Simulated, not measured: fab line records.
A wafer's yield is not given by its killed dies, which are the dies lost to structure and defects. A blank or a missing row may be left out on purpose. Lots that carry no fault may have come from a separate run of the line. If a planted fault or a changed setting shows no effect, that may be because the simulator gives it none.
The tool behind it: which one? / flow berkeleyCmos170 / 13 lots, 39 wafers sampled, at 5 steps of a route of 331

## WHAT THE GAUGES SHOWED, per wafer
UCB170_GATE_THK_MEAS_05. Usual: GATE_POLY_THK 213.6 nm, standard deviation 2.1.
lot=L246; measured=day 6 15:15; on=filmMetro-04; GATE_POLY_THK (nm)=215.5 214.4 214.7; flag=
lot=L247; measured=day 6 15:15; on=filmMetro-03; GATE_POLY_THK (nm)=215.2 213.7 213.5; flag=
lot=L245; measured=day 6 15:15; on=filmMetro-01; GATE_POLY_THK (nm)=214.5 214.7 215.3; flag=
lot=L248; measured=day 7 02:16; on=filmMetro-04; GATE_POLY_THK (nm)=217.2 213.1 214.7; flag=
lot=L249; measured=day 7 16:29; on=filmMetro-01; GATE_POLY_THK (nm)=209.5 210.3 210.0; flag=
lot=L252; measured=day 7 16:30; on=filmMetro-03; GATE_POLY_THK (nm)=215.0 215.0 215.0; flag=
lot=L251; measured=day 7 16:34; on=filmMetro-01; GATE_POLY_THK (nm)=212.0 213.1 212.3; flag=
lot=L256; measured=day 8 12:40; on=filmMetro-03; GATE_POLY_THK (nm)=215.5 215.9 213.7; flag=
lot=L255; measured=day 8 12:38; on=filmMetro-04; GATE_POLY_THK (nm)=211.4 212.5 209.5; flag=
lot=L260; measured=day 9 05:54; on=filmMetro-04; GATE_POLY_THK (nm)=232.7 231.6 231.0 232.7 231.4 231.1; flag=OFF
lot=L264; measured=day 10 03:44; on=filmMetro-03; GATE_POLY_THK (nm)=211.7 213.0 210.0; flag=
lot=L266; measured=day 10 03:46; on=filmMetro-04; GATE_POLY_THK (nm)=217.0 216.2 216.8; flag=
lot=L265; measured=day 10 03:44; on=filmMetro-01; GATE_POLY_THK (nm)=213.5 213.6 214.4; flag=

UCB170_PLDD_CD_MEAS_06: target cd 1200 nm. Usual: cdNm 1199.5 nm, standard deviation 1.5.
lot=L246; measured=day 6 18:48; on=cdSem-01; cdNm (nm)=1198.5 1200.1 1198.7; flag=
lot=L247; measured=day 6 19:17; on=cdSem-01; cdNm (nm)=1198.9 1199.0 1199.7; flag=
lot=L245; measured=day 6 18:04; on=cdSem-01; cdNm (nm)=1197.6 1197.3 1198.0; flag=
lot=L248; measured=day 7 05:31; on=cdSem-02; cdNm (nm)=1199.1 1198.8 1198.9; flag=
lot=L249; measured=day 7 19:01; on=cdSem-02; cdNm (nm)=1199.9 1198.6 1198.8; flag=
lot=L252; measured=day 7 19:17; on=cdSem-01; cdNm (nm)=1199.9 1200.2 1200.8; flag=
lot=L251; measured=day 7 19:49; on=cdSem-01; cdNm (nm)=1200.8 1201.9 1201.5; flag=
lot=L256; measured=day 8 18:13; on=cdSem-02; cdNm (nm)=1199.1 1200.7 1200.5; flag=
lot=L255; measured=day 8 17:59; on=cdSem-02; cdNm (nm)=1200.1 1200.4 1199.4; flag=
lot=L260; measured=day 9 12:59; on=cdSem-02; cdNm (nm)=1198.4 1198.4 1198.2; flag=
lot=L264; measured=day 10 07:46; on=cdSem-02; cdNm (nm)=1200.4 1200.9 1201.2; flag=
lot=L266; measured=day 10 07:59; on=cdSem-01; cdNm (nm)=1198.2 1199.2 1198.3; flag=
lot=L265; measured=day 10 07:13; on=cdSem-01; cdNm (nm)=1197.1 1196.2 1196.4; flag=

## WHICH TOOL RAN EACH LOT (tool, then ch and the chambers of the sampled wafers, then the start)
lot=L246; UCB170_PFIELD_STRIP_08=plasmaAsher-01 ch 0,1, day 4 14:22; UCB170_GATE_CVD_04=lpcvd-01 ch 0, day 6 13:51; UCB170_GATE_ETCH_15=rieSi-01 ch 0,1,3, day 6 16:55
lot=L247; UCB170_PFIELD_STRIP_08=plasmaAsher-01 ch 0,1, day 4 14:38; UCB170_GATE_CVD_04=lpcvd-01 ch 0, day 6 13:51; UCB170_GATE_ETCH_15=rieSi-02 ch 0,1,2, day 6 17:02
lot=L245; UCB170_PFIELD_STRIP_08=plasmaAsher-04 ch 0,1, day 4 14:46; UCB170_GATE_CVD_04=lpcvd-01 ch 1, day 6 13:51; UCB170_GATE_ETCH_15=rieSi-02 ch 0,2,3, day 6 16:38
lot=L248; UCB170_PFIELD_STRIP_08=plasmaAsher-01 ch 0,1, day 5 09:05; UCB170_GATE_CVD_04=lpcvd-02 ch 1, day 7 00:51; UCB170_GATE_ETCH_15=rieSi-01 ch 0,1,2, day 7 03:55
lot=L249; UCB170_PFIELD_STRIP_08=plasmaAsher-04 ch 1, day 5 19:41; UCB170_GATE_CVD_04=lpcvd-02 ch 1, day 7 14:23; UCB170_GATE_ETCH_15=rieSi-02 ch 1,2, day 7 17:35
lot=L252; UCB170_PFIELD_STRIP_08=plasmaAsher-04 ch 0,1, day 5 21:03; UCB170_GATE_CVD_04=lpcvd-02 ch 0, day 7 14:23; UCB170_GATE_ETCH_15=rieSi-01 ch 2,3, day 7 17:50
lot=L251; UCB170_PFIELD_STRIP_08=plasmaAsher-02 ch 0,1, day 5 21:49; UCB170_GATE_CVD_04=lpcvd-02 ch 0, day 7 14:23; UCB170_GATE_ETCH_15=rieSi-02 ch 0,2, day 7 18:21
lot=L256; UCB170_PFIELD_STRIP_08=plasmaAsher-02 ch 0,1, day 6 22:07; UCB170_GATE_CVD_04=lpcvd-02 ch 0, day 8 11:13; UCB170_GATE_ETCH_15=rieSi-02 ch 0,1,2, day 8 15:48
lot=L255; UCB170_PFIELD_STRIP_08=plasmaAsher-04 ch 0,1, day 6 23:28; UCB170_GATE_CVD_04=lpcvd-02 ch 0, day 8 11:13; UCB170_GATE_ETCH_15=rieSi-02 ch 0,1,2, day 8 15:05
lot=L260; UCB170_PFIELD_STRIP_08=plasmaAsher-01 ch 0,1, day 7 13:58; UCB170_GATE_CVD_04=lpcvd-02 ch 0, day 9 04:30; UCB170_GATE_ETCH_15=rieSi-02 ch 1,3, day 9 11:10
lot=L264; UCB170_PFIELD_STRIP_08=plasmaAsher-01 ch 0,1, day 8 11:43; UCB170_GATE_CVD_04=lpcvd-01 ch 1, day 10 02:20; UCB170_GATE_ETCH_15=rieSi-01 ch 1,2,3, day 10 05:41
lot=L266; UCB170_PFIELD_STRIP_08=plasmaAsher-04 ch 0,1, day 8 14:08; UCB170_GATE_CVD_04=lpcvd-01 ch 0, day 10 02:20; UCB170_GATE_ETCH_15=rieSi-02 ch 0,1, day 10 05:57
lot=L265; UCB170_PFIELD_STRIP_08=plasmaAsher-02 ch 0,1, day 8 14:26; UCB170_GATE_CVD_04=lpcvd-01 ch 1, day 10 02:20; UCB170_GATE_ETCH_15=rieSi-02 ch 0,1,2, day 10 04:57
- UCB170_PFIELD_STRIP_08: strips in O2.
- UCB170_GATE_CVD_04: deposits poly-Si from SiH4, time 1440 s, target thk 214 nm.
- UCB170_GATE_ETCH_15: etches poly-Si in HBr/Cl2, stops on SiO2, time 56.3 s, target depth 278.2 nm.

## AS READ BY THE TOOLS THEMSELVES (means over the sampled wafers that have a number; for cases with no such wafer, the mark the record gives instead)
UCB170_PFIELD_STRIP_08. Usual: drypumpMotorCurrentA 5.39 A, standard deviation 0.3; oesProductAu 0.735 a.u., standard deviation 0.0043; stripTimeToEndpointS 21.67 s, standard deviation 0.071.
lot=L246; tool=plasmaAsher-01; drypumpMotorCurrentA (A)=5.50; oesProductAu (a.u.)=0.734; stripTimeToEndpointS (s)=21.58; flag=
lot=L247; tool=plasmaAsher-01; drypumpMotorCurrentA (A)=5.49; oesProductAu (a.u.)=0.735; stripTimeToEndpointS (s)=21.70; flag=
lot=L245; tool=plasmaAsher-04; drypumpMotorCurrentA (A)=5.34; oesProductAu (a.u.)=0.735; stripTimeToEndpointS (s)=21.66; flag=
lot=L248; tool=plasmaAsher-01; drypumpMotorCurrentA (A)=5.47; oesProductAu (a.u.)=0.737; stripTimeToEndpointS (s)=21.56; flag=
lot=L249; tool=plasmaAsher-04; drypumpMotorCurrentA (A)=5.47; oesProductAu (a.u.)=0.732; stripTimeToEndpointS (s)=21.67; flag=
lot=L252; tool=plasmaAsher-04; drypumpMotorCurrentA (A)=5.35; oesProductAu (a.u.)=0.735; stripTimeToEndpointS (s)=21.61; flag=
lot=L251; tool=plasmaAsher-02; drypumpMotorCurrentA (A)=5.30; oesProductAu (a.u.)=0.734; stripTimeToEndpointS (s)=21.70; flag=
lot=L256; tool=plasmaAsher-02; drypumpMotorCurrentA (A)=5.56; oesProductAu (a.u.)=0.738; stripTimeToEndpointS (s)=21.60; flag=
lot=L255; tool=plasmaAsher-04; drypumpMotorCurrentA (A)=5.19; oesProductAu (a.u.)=0.737; stripTimeToEndpointS (s)=21.70; flag=
lot=L260; tool=plasmaAsher-01; drypumpMotorCurrentA (A)=5.58; oesProductAu (a.u.)=0.734; stripTimeToEndpointS (s)=21.75; flag=
lot=L264; tool=plasmaAsher-01; drypumpMotorCurrentA (A)=5.48; oesProductAu (a.u.)=0.738; stripTimeToEndpointS (s)=21.74; flag=
lot=L266; tool=plasmaAsher-04; drypumpMotorCurrentA (A)=5.21; oesProductAu (a.u.)=0.736; stripTimeToEndpointS (s)=21.57; flag=
lot=L265; tool=plasmaAsher-02; drypumpMotorCurrentA (A)=5.57; oesProductAu (a.u.)=0.735; stripTimeToEndpointS (s)=21.57; flag=

UCB170_GATE_CVD_04. Usual: pressureMtorr 375.0 mTorr, standard deviation 0.87.
lot=L246; tool=lpcvd-01; pressureMtorr (mTorr)=375.0; flag=
lot=L247; tool=lpcvd-01; pressureMtorr (mTorr)=374.8; flag=
lot=L245; tool=lpcvd-01; pressureMtorr (mTorr)=374.0; flag=
lot=L248; tool=lpcvd-02; pressureMtorr (mTorr)=374.0; flag=
lot=L249; tool=lpcvd-02; pressureMtorr (mTorr)=375.9; flag=
lot=L252; tool=lpcvd-02; pressureMtorr (mTorr)=375.7; flag=
lot=L251; tool=lpcvd-02; pressureMtorr (mTorr)=375.9; flag=
lot=L256; tool=lpcvd-02; pressureMtorr (mTorr)=375.1; flag=
lot=L255; tool=lpcvd-02; pressureMtorr (mTorr)=375.1; flag=
lot=L260; tool=lpcvd-02; pressureMtorr (mTorr)=449.8; flag=OFF
lot=L264; tool=lpcvd-01; pressureMtorr (mTorr)=375.0; flag=
lot=L266; tool=lpcvd-01; pressureMtorr (mTorr)=374.6; flag=
lot=L265; tool=lpcvd-01; pressureMtorr (mTorr)=375.3; flag=

UCB170_GATE_ETCH_15. Usual: drypumpMotorCurrentA 5.7 A, standard deviation 0.54; oesProductAu 0.832 a.u., standard deviation 0.015; throttleValvePct 26.56 %, standard deviation 0.3.
lot=L246; tool=rieSi-01; drypumpMotorCurrentA (A)=6.1; oesProductAu (a.u.)=0.826; throttleValvePct (%)=26.47; flag=
lot=L247; tool=rieSi-02; drypumpMotorCurrentA (A)=5.2; oesProductAu (a.u.)=0.831; throttleValvePct (%)=26.82; flag=
lot=L245; tool=rieSi-02; drypumpMotorCurrentA (A)=5.3; oesProductAu (a.u.)=0.837; throttleValvePct (%)=26.70; flag=
lot=L248; tool=rieSi-01; drypumpMotorCurrentA (A)=6.1; oesProductAu (a.u.)=0.830; throttleValvePct (%)=26.35; flag=
lot=L249; tool=rieSi-02; drypumpMotorCurrentA (A)=5.2; oesProductAu (a.u.)=0.817; throttleValvePct (%)=26.97; flag=
lot=L252; tool=rieSi-01; drypumpMotorCurrentA (A)=6.5; oesProductAu (a.u.)=0.832; throttleValvePct (%)=26.11; flag=
lot=L251; tool=rieSi-02; drypumpMotorCurrentA (A)=5.2; oesProductAu (a.u.)=0.843; throttleValvePct (%)=26.78; flag=
lot=L256; tool=rieSi-02; drypumpMotorCurrentA (A)=5.2; oesProductAu (a.u.)=0.840; throttleValvePct (%)=26.83; flag=
lot=L255; tool=rieSi-02; drypumpMotorCurrentA (A)=5.2; oesProductAu (a.u.)=0.828; throttleValvePct (%)=26.83; flag=
lot=L260; tool=rieSi-02; drypumpMotorCurrentA (A)=5.3; oesProductAu (a.u.)=0.892; throttleValvePct (%)=26.58; flag=OFF
lot=L264; tool=rieSi-01; drypumpMotorCurrentA (A)=6.3; oesProductAu (a.u.)=0.826; throttleValvePct (%)=26.20; flag=
lot=L266; tool=rieSi-02; drypumpMotorCurrentA (A)=5.1; oesProductAu (a.u.)=0.838; throttleValvePct (%)=26.73; flag=
lot=L265; tool=rieSi-02; drypumpMotorCurrentA (A)=5.2; oesProductAu (a.u.)=0.832; throttleValvePct (%)=26.83; flag=

## THE ANSWER, worked out from the rows above alone
Rule: take the mean of a lot's wafers that have a number; if it is more than 3 standard deviations from the usual mean, the lot is off. A lot without any number at a reading at which 4 lots or more have one is off too. The other lots that the step has rows for count as sound. Order of review: gauges by route order, followed by the tools' own readings, for which a lot's mean as printed above is used. At the first step where some lot is off, the reading lying furthest off is the one used; lots without a number count as furthest.
Off: L260, at UCB170_GATE_THK_MEAS_05 (GATE_POLY_THK).
A tool fits if, at a process step before that reading, it ran every lot that is off, and no sound lot after the first of them. The gauges at UCB170_GATE_THK_MEAS_05 aren't tried: what is off there is off at UCB170_GATE_CVD_04 too, on other tools, and a gauge's error can't cause that. One fits: lpcvd-02 at UCB170_GATE_CVD_04. A fault onset in the window from L255 (day 8 11:13, its last sound lot) to L260 (day 9 04:30, its first lot off) fits.
On the lots that are off, the tool's own readings at UCB170_GATE_CVD_04 differ by more than 5 times the standard deviation of the sound lots' means, which bears it out; pressureMtorr reads 449.8 mTorr there versus 375.0 mTorr on the sound lots.

## WHAT HAD BEEN PUT IN BY THE SIMULATOR
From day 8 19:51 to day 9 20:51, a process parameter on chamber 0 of lpcvd-02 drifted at UCB170_GATE_CVD_04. The setting pressureMtorr was moved by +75, starting from 375. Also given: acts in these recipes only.
Shown lots that were struck: L260. Same finding as the rule above.
